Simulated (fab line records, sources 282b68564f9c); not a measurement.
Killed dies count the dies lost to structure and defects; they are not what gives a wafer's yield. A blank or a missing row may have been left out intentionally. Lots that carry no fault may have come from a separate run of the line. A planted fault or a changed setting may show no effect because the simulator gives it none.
What tool caused it? ; flow rit-cmos ; Sampling: 14 lots, 42 wafers, 2 of 202 route steps

## WHAT THE GAUGES READ, wafer by wafer
No reading from a measuring or inspecting step in the record can be judged against a usual standard deviation.

## EACH LOT AND THE TOOL THAT RAN IT (in order: tool; ch and the chambers of the sampled wafers; start)
lot;RIT_PWELL_STRIP_09;RIT_M1_PROBE_99
L117;plasma-asher-01 ch 0,1, day 2 04:47;-
L118;plasma-asher-03 ch 0,1, day 2 13:32;-
L120;plasma-asher-03 ch 0,1, day 2 20:28;-
L121;plasma-asher-01 ch 0,1, day 3 01:40;-
L122;plasma-asher-03 ch 0,1, day 3 11:11;-
L123;plasma-asher-01 ch 0, day 3 13:52;-
L124;plasma-asher-03 ch 0,1, day 3 16:08;-
L126;plasma-asher-03 ch 0,1, day 4 04:02;-
L127;plasma-asher-03 ch 0,1, day 4 07:42;prober-02, day 5 21:53
L128;plasma-asher-01 ch 0,1, day 4 12:08;-
L129;plasma-asher-01 ch 0,1, day 4 20:37;-
L137;plasma-asher-03 ch 0,1, day 6 08:41;-
L138;plasma-asher-03 ch 0,1, day 6 15:52;-
L139;plasma-asher-01 ch 0,1, day 6 19:21;-
- RIT_PWELL_STRIP_09: strips in O2, time 180 s.
- RIT_M1_PROBE_99

## WHAT THE TOOLS THEMSELVES READ (means of the sampled wafers that have a number; where no wafer has one, the mark that the record gives instead)
RIT_PWELL_STRIP_09.
lot;tool;chamber-pressure-mTorr (mTorr);drypump-motor-current-A (A);o2-flow-sccm (sccm)
L117;plasma-asher-01;4000;5.7;3982
L118;plasma-asher-03;3999;6.0;4006
L120;plasma-asher-03;4001;6.0;4005
L121;plasma-asher-01;4000;5.7;4004
L122;plasma-asher-03;3999;6.0;3997
L123;plasma-asher-01;4000;5.2;4000
L124;plasma-asher-03;4001;6.0;4003
L126;plasma-asher-03;3999;6.0;4002
L127;plasma-asher-03;4001;6.0;3995
L128;plasma-asher-01;4001;5.5;4004
L129;plasma-asher-01;3996;5.5;4006
L137;plasma-asher-03;4002;6.0;4528
L138;plasma-asher-03;4000;6.0;4269
L139;plasma-asher-01;4001;5.7;4000

RIT_M1_PROBE_99.
lot;tool;killed-at-contacts;killed-at-front-end;killed-dies;killed-open;killed-short
L127;prober-02;0.0;9;9;5.3;3.7

## THE ANSWER, worked out from the rows above alone
Rule: the lots themselves supply what counts as usual. The widest of any qualifying gaps counts: lots, ordered by their means at a reading, are off when they make up no more than a third of the lots, leave a main group of 4 or more, and stand apart from it by 3 or more times the standard deviation of that group's means. The tables above print the reading to a certain number of digits; a main group whose means all agree to those digits is not used. A lot without any number at a reading at which 4 lots or more have one is off too. Any other lot the step has rows for is counted as sound. First the gauges in route order, then the tools' own readings, where a lot's mean is used as printed above. At the first step where some lot is off, the reading lying furthest off is the one used; lots without a number count as furthest.
Off: L137, L138, at RIT_PWELL_STRIP_09 (o2-flow-sccm). The main group: mean 4000 sccm, standard deviation 6.4.
If a tool, at that step or one of the process steps before it, ran each lot that is off and ran no sound lot following the first of them, it fits. One fits: plasma-asher-03 at RIT_PWELL_STRIP_09. A fault onset in the window from L127 (day 4 07:42, its last sound lot) to L137 (day 6 08:41, its first lot off) fits.
On the lots that are off, the tool's own readings at RIT_PWELL_STRIP_09 differ by more than 5 times the standard deviation of the sound lots' means, which bears it out; o2-flow-sccm reads 4398 sccm there versus 4000 sccm on the sound lots.

## WHAT THE SIMULATOR HAD INSERTED
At RIT_PWELL_STRIP_09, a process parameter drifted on plasma-asher-03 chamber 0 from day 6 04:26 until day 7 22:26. Setting o2-flow-sccm shifted by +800 from 4000. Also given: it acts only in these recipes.
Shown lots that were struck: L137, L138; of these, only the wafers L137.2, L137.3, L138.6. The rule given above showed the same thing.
